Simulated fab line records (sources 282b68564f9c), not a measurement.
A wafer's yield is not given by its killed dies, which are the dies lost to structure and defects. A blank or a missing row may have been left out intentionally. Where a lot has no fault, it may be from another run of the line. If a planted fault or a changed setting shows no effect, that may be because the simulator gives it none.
fab line records    flow rit_cmos
record: lots: 5  wafers: 23
route steps=202 shown PSD@150 SDANNEAL@156 NSD@158 PLDD@159 NLDD@160 SILICIDE@162 CONTACT@168 M1@190
start_h: the number of hours between the record's first day and the start of the first shown wafer of the lot    wait_h: time in hours since the lot's previous step    " the same as in the row above    L1.1+2: a single row standing in for several wafers    - no value, or no start given    * or withheld: withheld    < > ~ a bound
route shown NAME@n: NAME is a module with steps in the file, n the number in the route of the first one    usual: average and standard deviation across the fault-free wafers    same: alike in all rows    chamber/n: place in a boat    sites: per-site readings    _std_site: how widely they spread, as a standard deviation    _edge_site: outer sites' mean less inner sites'    radius_mm: for every site, how far away it sits from the centre of the wafer    mask NAME#n: copy n    behind: the last tool/chamber to shape the wafer    hold: why the lot went on hold/how many hours it stayed there/how the hold came to an end    device: which transistor (n, p or np) failed to switch    end of line: the tests these same wafers got at the end of their route    for a step that has no rows: nothing shown but its recipe    killed: the dies lost at the first sort to structure and to defects; this is not the yield of the wafer    map: the dies of a wafer, with x for killed, . for not killed, _ for no die there
set.NAME: the run value of the setting; set.NAME@STEP: its run value at that earlier step    model.NAME: the simulator's own value behind a step, which no gauge read
lots where settings were altered on purpose, with a table for each step and a row for each wafer
== steps ==
step: RIT_PSD_IMPLANT_08
recipe: species: BF2  energy_kev: 27  dose_cm2: 5e+15  tilt_deg: 7
lot.wafer       tool          chamber  start_h  wait_h  set.dose_cm2
L075.1+3+6      implanter-01  0        55.76    0.1     5e+15
L075.4+5        "             0        "        "       5.349e+15
L076.1+2+3+4+5  implanter-04  0        59.81    0.1     5e+15
L077.1+2+3+5+6  implanter-04  0        65.01    0.1     5e+15
L082.2+5+6      implanter-01  0        89.47    0.1     5e+15
L085.1+4        implanter-01  0        102.97   0.1     5e+15
L085.2+5+6      "             0        "        "       5.13e+15
step: RIT_PSD_STRIP_09
recipe: chemistry: O2  time_s: 180  resist: NOVOLAK  platen_temp_c: withheld  power_w: 500  pressure_mtorr: 4000  o2_flow_sccm: 4000
step: RIT_SDANNEAL_RTA_03
recipe: temp_c: 1050  time_s: 5  idle_temp_c: 600  ramp_up_c_per_s: 342  ramp_down_c_per_s: 171  cool_to_c: 600  ambient: N2
step: RIT_SDANNEAL_RS_MEAS_05
recipe: thk_meas_gauge: four-point-probe
usual: NSD_RS: 84.50/0.29
lot.wafer  tool           chamber  start_h  wait_h  set.dose_cm2@NSD_IMPLANT_08  NSD_RS[ohm/sq]
L075.1     film_metro-02  -        56.71    0.1     1e+15                        84.81
L075.3     "              -        "        "       1e+15                        84.81
L075.4     "              -        "        "       1e+15                        85.08
L075.5     "              -        "        "       1e+15                        84.64
L075.6     "              -        "        "       1e+15                        84.70
L076.1     film_metro-01  -        60.74    0.1     1e+15                        84.54
L076.2     "              -        "        "       1e+15                        84.33
L076.3     "              -        "        "       9.337e+14                    88.70
L076.4     "              -        "        "       9.337e+14                    88.89
L076.5     "              -        "        "       9.337e+14                    89.19
L077.1     film_metro-02  -        65.94    0.1     1e+15                        85.03
L077.2     "              -        "        "       1.028e+15                    82.78
L077.3     "              -        "        "       1.028e+15                    83.10
L077.5     "              -        "        "       1e+15                        84.86
L077.6     "              -        "        "       1e+15                        84.93
L082.2     film_metro-01  -        90.76    0.1     1e+15                        84.68
L082.5     "              -        "        "       1e+15                        84.50
L082.6     "              -        "        "       1e+15                        84.62
L085.1     film_metro-02  -        103.93   0.1     1.051e+15                    81.21
L085.2     "              -        "        "       1e+15                        84.44
L085.4     "              -        "        "       1.051e+15                    81.35
L085.5     "              -        "        "       1.051e+15                    81.27
L085.6     "              -        "        "       1e+15                        84.54
step: RIT_SDANNEAL_RS_MEAS_06
recipe: thk_meas_gauge: four-point-probe
usual: PLDD_RS: 178.8/0.55
lot.wafer  tool           chamber  start_h  wait_h  set.energy_kev@PLDD_IMPLANT_08  PLDD_RS[ohm/sq]
L075.1     film_metro-02  -        56.83    0.1     20.75                           176.8
L075.3     "              -        "        "       20.75                           176.1
L075.4     "              -        "        "       20                              179.0
L075.5     "              -        "        "       20                              179.3
L075.6     "              -        "        "       20                              178.8
L076.1     film_metro-01  -        60.86    0.1     20                              178.2
L076.2     "              -        "        "       20                              178.1
L076.3     "              -        "        "       20                              178.2
L076.4     "              -        "        "       20                              178.0
L076.5     "              -        "        "       20                              178.5
L077.1     film_metro-02  -        66.06    0.1     20                              179.0
L077.2     "              -        "        "       19.39                           181.4
L077.3     "              -        "        "       20                              179.4
L077.5     "              -        "        "       19.39                           181.6
L077.6     "              -        "        "       20                              179.3
L082.2     film_metro-01  -        90.88    0.1     20                              178.6
L082.5     "              -        "        "       20                              178.5
L082.6     "              -        "        "       20                              178.7
L085.1     film_metro-02  -        104.05   0.1     20.9                            175.5
L085.2     "              -        "        "       20.9                            175.2
L085.4     "              -        "        "       20                              178.3
L085.5     "              -        "        "       20                              178.8
L085.6     "              -        "        "       20                              177.8
step: RIT_SDANNEAL_RS_MEAS_07
recipe: thk_meas_gauge: four-point-probe
usual: NLDD_RS: 151.6/0.51
lot.wafer  tool           chamber  start_h  wait_h  set.dose_cm2@NLDD_IMPLANT_08  NLDD_RS[ohm/sq]
L075.1     film_metro-02  -        56.95    0.1     4.708e+14                     158.4
L075.3     "              -        "        "       5e+14                         151.5
L075.4     "              -        "        "       4.708e+14                     160.3
L075.5     "              -        "        "       5e+14                         152.0
L075.6     "              -        "        "       4.708e+14                     159.2
L076.1     film_metro-01  -        60.98    0.1     4.858e+14                     155.8
L076.2     "              -        "        "       5e+14                         151.1
L076.3     "              -        "        "       5e+14                         152.1
L076.4     "              -        "        "       5e+14                         151.6
L076.5     "              -        "        "       4.858e+14                     155.4
L077.1     film_metro-02  -        66.18    0.1     5e+14                         151.6
L077.2     "              -        "        "       5e+14                         151.4
L077.3     "              -        "        "       5e+14                         150.9
L077.5     "              -        "        "       5e+14                         151.2
L077.6     "              -        "        "       5e+14                         151.3
L082.2     film_metro-01  -        91.00    0.1     5e+14                         151.0
L082.5     "              -        "        "       5e+14                         150.7
L082.6     "              -        "        "       5e+14                         150.6
L085.1     film_metro-02  -        104.17   0.1     4.896e+14                     154.7
L085.2     "              -        "        "       4.896e+14                     153.5
L085.4     "              -        "        "       5e+14                         151.6
L085.5     "              -        "        "       4.896e+14                     154.6
L085.6     "              -        "        "       5e+14                         151.5
step: RIT_SILICIDE_SPUTTER_01
recipe: material: Ti  target_thk_nm: 30  power_w: 350  chamber_pressure_pa: 0.667  gas: Ar  time_s: 240  substrate_temp_c: 25
lot.wafer  tool            chamber  start_h  wait_h  set.power_w  model.Ti_of_SILICIDE_SPUTTER_01.thk_nm
L075.1     pvd_sputter-04  -        57.08    0.0     350          30.27
L075.3     "               -        "        "       332.5        29.12
L075.4     "               -        "        "       350          30.25
L075.5     "               -        "        "       332.5        28.84
L075.6     "               -        "        "       350          30.31
L076.1     pvd_sputter-02  -        61.11    0.0     364          30.93
L076.2     "               -        "        "       364          31.02
L076.3     "               -        "        "       364          31.89
L076.4     "               -        "        "       350          29.7
L076.5     "               -        "        "       350          29.62
L077.1     pvd_sputter-04  -        66.31    0.0     350          29.17
L077.2     "               -        "        "       310.2        26.21
L077.3     "               -        "        "       350          29.43
L077.5     "               -        "        "       350          29.49
L077.6     "               -        "        "       310.2        26.35
L082.2     pvd_sputter-02  -        91.11    0.0     350          29.4
L082.5     "               -        "        "       350          29.52
L082.6     "               -        "        "       350          29.15
L085.1     pvd_sputter-03  -        104.30   0.0     350          30.59
L085.2     "               -        "        "       350          30.57
L085.4     "               -        "        "       350          30.52
L085.5     "               -        "        "       350          30.43
L085.6     "               -        "        "       350          30.34
step: RIT_SILICIDE_RS_MEAS_02
recipe: thk_meas_gauge: four-point-probe  reads: Ti_of_SILICIDE_SPUTTER_01
usual: SILICIDE_TI_RS: 48.1/0.84
lot.wafer  tool           chamber  start_h  wait_h  set.power_w@SILICIDE_SPUTTER_01  SILICIDE_TI_RS[ohm/sq]
L075.1     film_metro-03  -        57.23    0.1     350                              47.4
L075.3     "              -        "        "       332.5                            49.8
L075.4     "              -        "        "       350                              47.4
L075.5     "              -        "        "       332.5                            50.3
L075.6     "              -        "        "       350                              47.3
L076.1     film_metro-04  -        61.26    0.1     364                              46.1
L076.2     "              -        "        "       364                              46.0
L076.3     "              -        "        "       364                              44.4
L076.4     "              -        "        "       350                              48.5
L076.5     "              -        "        "       350                              48.6
L077.1     film_metro-02  -        66.46    0.1     350                              49.7
L077.2     "              -        "        "       310.2                            56.8
L077.3     "              -        "        "       350                              49.0
L077.5     "              -        "        "       350                              48.9
L077.6     "              -        "        "       310.2                            56.3
L082.2     film_metro-02  -        91.28    0.1     350                              49.1
L082.5     "              -        "        "       350                              48.8
L082.6     "              -        "        "       350                              49.7
L085.1     film_metro-04  -        104.45   0.1     350                              46.8
L085.2     "              -        "        "       350                              46.8
L085.4     "              -        "        "       350                              46.8
L085.5     "              -        "        "       350                              47.0
L085.6     "              -        "        "       350                              47.3
step: RIT_SILICIDE_THK_MEAS_03
recipe: thk_meas_gauge: xrf  reads: Ti_of_SILICIDE_SPUTTER_01
usual: SILICIDE_TI_THK: 30.1/0.42
lot.wafer  tool           chamber  start_h  wait_h  set.power_w@SILICIDE_SPUTTER_01  SILICIDE_TI_THK[nm]
L075.1     film_metro-03  -        57.35    0.1     350                              30.4
L075.3     "              -        "        "       332.5                            29.4
L075.4     "              -        "        "       350                              30.6
L075.5     "              -        "        "       332.5                            29.0
L075.6     "              -        "        "       350                              30.6
L076.1     film_metro-04  -        61.38    0.1     364                              31.1
L076.2     "              -        "        "       364                              31.2
L076.3     "              -        "        "       364                              32.1
L076.4     "              -        "        "       350                              30.0
L076.5     "              -        "        "       350                              29.9
L077.1     film_metro-02  -        66.58    0.1     350                              29.6
L077.2     "              -        "        "       310.2                            26.4
L077.3     "              -        "        "       350                              29.6
L077.5     "              -        "        "       350                              29.7
L077.6     "              -        "        "       310.2                            26.5
L082.2     film_metro-02  -        91.39    0.1     350                              29.5
L082.5     "              -        "        "       350                              29.7
L082.6     "              -        "        "       350                              29.5
L085.1     film_metro-04  -        104.57   0.1     350                              30.7
L085.2     "              -        "        "       350                              30.7
L085.4     "              -        "        "       350                              30.6
L085.5     "              -        "        "       350                              30.5
L085.6     "              -        "        "       350                              30.4
step: RIT_CONTACT_CVD_00
recipe: material: SiO2  target_thk_nm: 400  precursor: TEOS  temp_c: 390  time_s: 61  rf_w: 400
lot.wafer  tool      chamber  start_h  wait_h  set.time_s  model.SiO2_of_CONTACT_CVD_00.thk_nm
L075.1     pecvd-01  0        57.59    0.1     54.35       340.2
L075.3     "         2        "        "       61          393
L075.4     "         2        "        "       54.35       357.5
L075.5     "         0        "        "       61          394.7
L075.6     "         1        "        "       61          402.3
L076.1     pecvd-04  1        61.62    0.1     61          400.7
L076.2+5   "         0,2      "        "       70.05       -
L076.3     "         2        "        "       70.05       453.8
L076.4     "         0        "        "       61          -
L077.1     pecvd-02  1        66.82    0.1     63.96       416.8
L077.2     "         2        "        "       61          409.8
L077.3     "         0        "        "       63.96       418.6
L077.5     "         0        "        "       61          402.7
L077.6     "         1        "        "       63.96       422.9
L082.2     pecvd-04  0        91.63    0.0     61          391.3
L082.5     "         1        "        "       61          397.7
L082.6     "         2        "        "       61          398.3
L085.1     pecvd-04  2        104.80   0.1     64.63       425.5
L085.2     "         1        "        "       61          401.8
L085.4     "         2        "        "       61          401.7
L085.5     "         1        "        "       64.63       429.6
L085.6     "         0        "        "       64.63       425
step: RIT_CONTACT_THK_MEAS_01
recipe: reads: SiO2_of_CONTACT_CVD_00
usual: CONTACT_TEOS_THK: 399/6
lot.wafer  tool           chamber  start_h  wait_h  set.time_s@CONTACT_CVD_00  CONTACT_TEOS_THK[nm]
L075.1     film_metro-01  -        57.64    0.0     54.35                      340
L075.3     "              -        "        "       61                         393
L075.4     "              -        "        "       54.35                      358
L075.5     "              -        "        "       61                         395
L075.6     "              -        "        "       61                         402
L076.1     film_metro-02  -        61.67    0.0     61                         400
L076.2     "              -        "        "       70.05                      447
L076.3     "              -        "        "       70.05                      454
L076.4     "              -        "        "       61                         397
L076.5     "              -        "        "       70.05                      464
L077.1     film_metro-01  -        66.87    0.0     63.96                      417
L077.2     "              -        "        "       61                         410
L077.3     "              -        "        "       63.96                      419
L077.5     "              -        "        "       61                         403
L077.6     "              -        "        "       63.96                      423
L082.2     film_metro-03  -        91.69    0.0     61                         391
L082.5     "              -        "        "       61                         397
L082.6     "              -        "        "       61                         398
L085.1     film_metro-01  -        104.86   0.0     64.63                      425
L085.2     "              -        "        "       61                         402
L085.4     "              -        "        "       61                         402
L085.5     "              -        "        "       64.63                      430
L085.6     "              -        "        "       64.63                      425
step: RIT_CONTACT_HMDS_02
recipe: prime_time_s: 60  prime_temp_c: 140
step: RIT_CONTACT_COAT_03
recipe: resist: NOVOLAK  spin_rpm: 3250  resist_thk_nm: 1000
step: RIT_CONTACT_HARDBAKE_10
recipe: resist: NOVOLAK  temp_c: 140  time_s: 60
step: RIT_CONTACT_ETCH_11
recipe: target_depth_a: 4800  over_etch_frac: 0.2  stop_on: TiSi2  chemistry: CHF3/CF4/Ar  target: SiO2  CHF3_flow_sccm: 50  cf4_flow_sccm: 10  Ar_flow_sccm: 100  O2_flow_sccm: 5  pressure_mtorr: 100  rf_w: 200  time_s: 320
lot.wafer  tool         chamber  start_h  wait_h  set.time_s@CONTACT_CVD_00  model.CONTACT.feature_depth_nm  model.etch.depth_nm
L075.1     rie_diel-03  1        58.97    0.1     54.35                      340.2                           340.2
L075.3     "            0        "        "       61                         393                             393
L075.4     "            2        "        "       54.35                      357.5                           357.5
L075.5     "            2        "        "       61                         394.7                           394.7
L075.6     "            3        "        "       61                         402.3                           402.3
L076.1     rie_diel-04  3        63.28    0.1     61                         400.7                           400.7
L076.2     "            1        "        "       70.05                      446.9                           -
L076.3     "            2        "        "       70.05                      453.8                           453.8
L076.4     "            0        "        "       61                         396.4                           -
L076.5     "            0        "        "       70.05                      464.4                           -
L077.1     rie_diel-01  1        68.32    0.1     63.96                      416.8                           416.8
L077.2     "            0        "        "       61                         409.8                           409.8
L077.3     "            2        "        "       63.96                      418.6                           418.6
L077.5     "            0        "        "       61                         402.7                           402.7
L077.6     "            1        "        "       63.96                      422.9                           422.9
L082.2     rie_diel-01  1        93.03    0.1     61                         391.3                           391.3
L082.5     "            1        "        "       61                         397.7                           397.7
L082.6     "            0        "        "       61                         398.3                           398.3
L085.1     rie_diel-01  0        106.19   0.1     64.63                      425.5                           425.5
L085.2     "            2        "        "       61                         401.8                           401.8
L085.4     "            1        "        "       61                         401.7                           401.7
L085.5     "            0        "        "       64.63                      429.6                           429.6
L085.6     "            2        "        "       64.63                      425                             425
step: RIT_M1_EXPOSE_06
recipe: mask_id: M12  na: 0.6  source_shape: conventional  sigma_outer: 0.5  target_cd_nm: 2600  dose_mj: 250
lot.wafer       tool              chamber  start_h  wait_h  mask   set.dose_mj
L075.1+3+4+5+6  iline_stepper-01  0        60.75    0.1     M12#0  250
L076.1+2+5      iline_stepper-02  0        65.20    0.2     M12#0  268.2
L076.3+4        "                 0        "        "       M12#0  250
L077.1+6        iline_stepper-02  0        70.09    0.1     M12#0  250
L077.2+3+5      "                 0        "        "       M12#0  232.5
L082.2+5+6      iline_stepper-01  0        94.81    0.1     M12#0  250
L085.1+5        iline_stepper-02  0        107.95   0.1     M12#0  250
L085.2+4+6      "                 0        "        "       M12#0  266.1
step: RIT_M1_PEB_07
recipe: resist: NOVOLAK  temp_c: withheld  time_s: withheld
step: RIT_M1_DEVELOP_08
recipe: resist: NOVOLAK  develop_time_s: 68  dev_temp_c: 23
step: RIT_M1_CD_MEAS_09
recipe: target_cd_nm: 2600
usual: cd_nm: 2599.9/2.8
lot.wafer  tool       chamber  start_h  wait_h  set.dose_mj@M1_EXPOSE_06  cd_nm
L075.1     cd_sem-02  -        61.18    -       250                       2597.7
L075.3     "          -        "        "       250                       2595.9
L075.4     "          -        "        "       250                       2597.7
L075.5     "          -        "        "       250                       2594.2
L075.6     "          -        "        "       250                       2596.3
L076.1     cd_sem-02  -        65.63    -       268.2                     2582.7
L076.2     "          -        "        "       268.2                     2580.9
L076.3     "          -        "        "       250                       2601.0
L076.4     "          -        "        "       250                       2603.1
L076.5     "          -        "        "       268.2                     2582.0
L077.1     cd_sem-02  -        70.52    -       250                       2598.0
L077.2     "          -        "        "       232.5                     2618.5
L077.3     "          -        "        "       232.5                     2619.1
L077.5     "          -        "        "       232.5                     2619.8
L077.6     "          -        "        "       250                       2598.6
L082.2     cd_sem-02  -        95.34    -       250                       2597.2
L082.5     "          -        "        "       250                       2597.5
L082.6     "          -        "        "       250                       2597.9
L085.1     cd_sem-01  -        108.38   -       250                       2601.1
L085.2     "          -        "        "       266.1                     2584.8
L085.4     "          -        "        "       266.1                     2584.6
L085.5     "          -        "        "       250                       2603.0
L085.6     "          -        "        "       266.1                     2586.2
step: RIT_M1_HARDBAKE_11
recipe: resist: NOVOLAK  temp_c: 140  time_s: 120
lot.wafer   tool            chamber  start_h  wait_h  set.temp_c
L075.1+4+5  litho_track-01  0        61.34    0.0     140
L075.3+6    "               0        "        "       142.3
L076.1+3+4  litho_track-01  0        65.78    0.0     140
L076.2+5    "               0        "        "       141.5
L077.1+2+3  litho_track-03  0        70.67    0.0     140
L077.5+6    "               0        "        "       142.7
L082.2+5+6  litho_track-01  0        95.52    0.1     140
L085.1+2    litho_track-03  0        108.54   0.0     141.4
L085.4+5+6  "               0        "        "       140
step: RIT_M1_METAL_ETCH_12
recipe: stop_on: SiO2  chemistry: Cl2/BCl3  target: Al  time_s: 165  over_etch_frac: 0.5  pressure_mtorr: 100  target_depth_a: 6000  rf_w: 250  Cl2_flow_sccm: 60  bcl3_flow_sccm: 50
lot.wafer  tool          chamber  start_h  wait_h  set.dose_mj@M1_EXPOSE_06  model.M1.cd_nm
L075.1     rie_metal-01  1        61.59    0.2     250                       2600
L075.3     "             0        "        "       250                       2590
L075.4     "             1        "        "       250                       2601
L075.5     "             1        "        "       250                       2596
L075.6     "             0        "        "       250                       2589
L076.1     rie_metal-02  1        66.03    0.2     268.2                     2576
L076.2+5   "             0        "        "       268.2                     2584
L076.3     "             0        "        "       250                       2604
L076.4     "             1        "        "       250                       2598
L077.1     rie_metal-04  0        70.92    0.2     250                       2598
L077.2     "             0        "        "       232.5                     2617
L077.3     "             0        "        "       232.5                     2620
L077.5     "             0        "        "       232.5                     2621
L077.6     "             0        "        "       250                       2599
L082.2+5   rie_metal-02  0        95.73    0.2     250                       2603
L082.6     "             1        "        "       250                       2597
L085.1     rie_metal-02  1        108.79   0.2     250                       2599
L085.2     "             0        "        "       266.1                     2589
L085.4     "             0        "        "       266.1                     2590
L085.5     "             0        "        "       250                       2608
L085.6     "             1        "        "       266.1                     2582
step: RIT_M1_STRIP_13
recipe: chemistry: nmp  resist: NOVOLAK  temp_c: 80  time_s: 600  dry: n2_spin
lot.wafer       tool          chamber  start_h  wait_h  set.time_s
L075.1+3+4+5+6  -             -        -        0.1     684.4
L076.1+2+3+4+5  -             -        -        0.1     680.3
L077.1+2+3+5+6  -             -        -        0.3     538.3
L082.2+5+6      wet_bench-03  2        95.95    0.1     600
L085.1+2+4+5+6  -             -        -        0.1     549.4
step: RIT_M1_STRIP_14
recipe: chemistry: O2  time_s: 180  platen_temp_c: withheld  power_w: 500  pressure_mtorr: 4000  o2_flow_sccm: 4000
step: RIT_M1_CD_MEAS_90
recipe: target_cd_nm: 2600
usual: cd_nm: 2600/4.4
lot.wafer  tool       chamber  start_h  wait_h  set.dose_mj@M1_EXPOSE_06  cd_nm
L075.1     cd_sem-01  -        62.10    0.1     250                       2600
L075.3     "          -        "        "       250                       2591
L075.4     "          -        "        "       250                       2601
L075.5     "          -        "        "       250                       2596
L075.6     "          -        "        "       250                       2589
L076.1     cd_sem-01  -        66.60    0.1     268.2                     2576
L076.2     "          -        "        "       268.2                     2584
L076.3     "          -        "        "       250                       2604
L076.4     "          -        "        "       250                       2599
L076.5     "          -        "        "       268.2                     2585
L077.1     cd_sem-01  -        71.60    0.1     250                       2598
L077.2     "          -        "        "       232.5                     2617
L077.3     "          -        "        "       232.5                     2620
L077.5     "          -        "        "       232.5                     2621
L077.6     "          -        "        "       250                       2599
L082.2     cd_sem-01  -        96.32    0.1     250                       2603
L082.5     "          -        "        "       250                       2603
L082.6     "          -        "        "       250                       2596
L085.1     cd_sem-02  -        109.30   0.1     250                       2599
L085.2     "          -        "        "       266.1                     2589
L085.4     "          -        "        "       266.1                     2590
L085.5     "          -        "        "       250                       2608
L085.6     "          -        "        "       266.1                     2582
step: RIT_M1_ANNEAL_15
recipe: temp_c: 450  time_s: 1800  ambient: forming_gas_H2N2
step: RIT_M1_PROBE_99
lot.wafer  tool       chamber  start_h  wait_h  set.dev_temp_c@GATE_DEVELOP_15  model.etest.pmos_0p3.r_on_ohm_um  model.etest.nmos_0p15.drive_ua_um
L075.1     prober-01  -        63.84    0.1     23                              6218                              472.8
L075.3     prober-01  -        63.94    0.2     24.78                           6572                              429.9
L075.4     prober-01  -        63.99    0.2     24.78                           6573                              441.4
L075.5     prober-01  -        64.04    0.2     23                              6267                              467.9
L075.6     prober-01  -        64.09    0.2     24.78                           6515                              445.4
L076.1     prober-02  -        68.34    0.1     26.15                           6709                              402.5
L076.2     prober-02  -        68.39    0.1     23                              6491                              448.5
L076.3     prober-02  -        68.44    0.2     26.15                           6992                              378.1
L076.4     prober-02  -        68.49    0.2     23                              6245                              478
L076.5     prober-02  -        68.54    0.2     23                              6459                              440.9
L077.1     prober-01  -        73.34    0.1     23                              6380                              480.5
L077.2     prober-01  -        73.39    0.1     23                              6383                              486.2
L077.3     prober-01  -        73.44    0.2     23                              6354                              488.2
L077.5     prober-01  -        73.54    0.2     23                              6444                              473.9
L077.6     prober-01  -        73.59    0.2     23                              6456                              467.5
L082.2     prober-02  -        99.09    0.1     23                              6481                              454.5
L082.5     prober-02  -        99.24    0.2     23                              6426                              460
L082.6     prober-02  -        99.29    0.2     23                              6378                              470.1
L085.1     prober-01  -        111.43   0.1     23                              6266                              445.5
L085.2     prober-01  -        111.48   0.1     23                              6441                              437.9
L085.4     prober-01  -        111.58   0.2     23                              6316                              459.6
L085.5     prober-01  -        111.63   0.2     23                              6443                              441
L085.6     prober-01  -        111.68   0.2     23                              6469                              436.9
killed by level:class
L082.2 SPACER:geometric_particle:open=2 FOX2:geometric_particle:open=1 FOX2:geometric_particle:short=1 REOX:geometric_particle:short=1 SILICIDE:geometric_particle:open=1
L082.5 GATE:geometric_particle:short=1 GATE:geometric_particle:open=1 REOX:geometric_particle:short=1 SPACER:geometric_particle:open=1 SILICIDE:geometric_particle:short=1
L082.6 GATE:geometric_particle:short=3 REOX:geometric_particle:short=2 REOX:geometric_particle:open=2 ACTIVE:geometric_particle:short=1 FOX1:geometric_particle:short=1 GATE:geometric_particle:open=1 SILICIDE:geometric_particle:open=1 SILICIDE:geometric_particle:short=1
== key ==
split: step: RIT_PSD_IMPLANT_08  setting: dose_cm2  stated: 5e+15  by: wafer
response none clear
split: step: RIT_SILICIDE_SPUTTER_01  setting: power_w  stated: 350  by: wafer
response: step: RIT_SILICIDE_SPUTTER_01  reading: model.Ti_of_SILICIDE_SPUTTER_01.thk_nm  change: +0.282  per: 1%  r: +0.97
response: step: RIT_SILICIDE_RS_MEAS_02  reading: SILICIDE_TI_RS  change: -0.641  per: 1%  r: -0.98
response: step: RIT_SILICIDE_THK_MEAS_03  reading: SILICIDE_TI_THK  change: +0.286  per: 1%  r: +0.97
split: step: RIT_CONTACT_CVD_00  setting: time_s  stated: 61  by: wafer
response: step: RIT_CONTACT_CVD_00  reading: model.SiO2_of_CONTACT_CVD_00.thk_nm  change: +3.94  per: 1%  r: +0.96
response: step: RIT_CONTACT_THK_MEAS_01  reading: CONTACT_TEOS_THK  change: +3.95  per: 1%  r: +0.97
response: step: RIT_CONTACT_ETCH_11  reading: model.CONTACT.feature_depth_nm  change: +3.95  per: 1%  r: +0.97
response: step: RIT_CONTACT_ETCH_11  reading: model.etch.depth_nm  change: +3.94  per: 1%  r: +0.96
split: step: RIT_M1_EXPOSE_06  setting: dose_mj  stated: 250  by: wafer
response: step: RIT_M1_CD_MEAS_09  reading: cd_nm  change: -2.8  per: 1%  r: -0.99
response: step: RIT_M1_METAL_ETCH_12  reading: model.M1.cd_nm  change: -2.72  per: 1%  r: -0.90
response: step: RIT_M1_CD_MEAS_90  reading: cd_nm  change: -2.73  per: 1%  r: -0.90
split: step: RIT_M1_HARDBAKE_11  setting: temp_c  stated: 140  by: wafer
response none clear
split: step: RIT_M1_STRIP_13  setting: time_s  stated: 600  by: lot
response none clear
split outside_this_file step=RIT_GATE_DEVELOP_15 setting=dev_temp_c
split outside_this_file step=RIT_NLDD_IMPLANT_08 setting=dose_cm2
split outside_this_file step=RIT_PLDD_IMPLANT_08 setting=energy_kev
split outside_this_file step=RIT_NSD_IMPLANT_08 setting=dose_cm2
split outside_this_file: this setting was split too, and the file shows its column; the key of that split is in another file
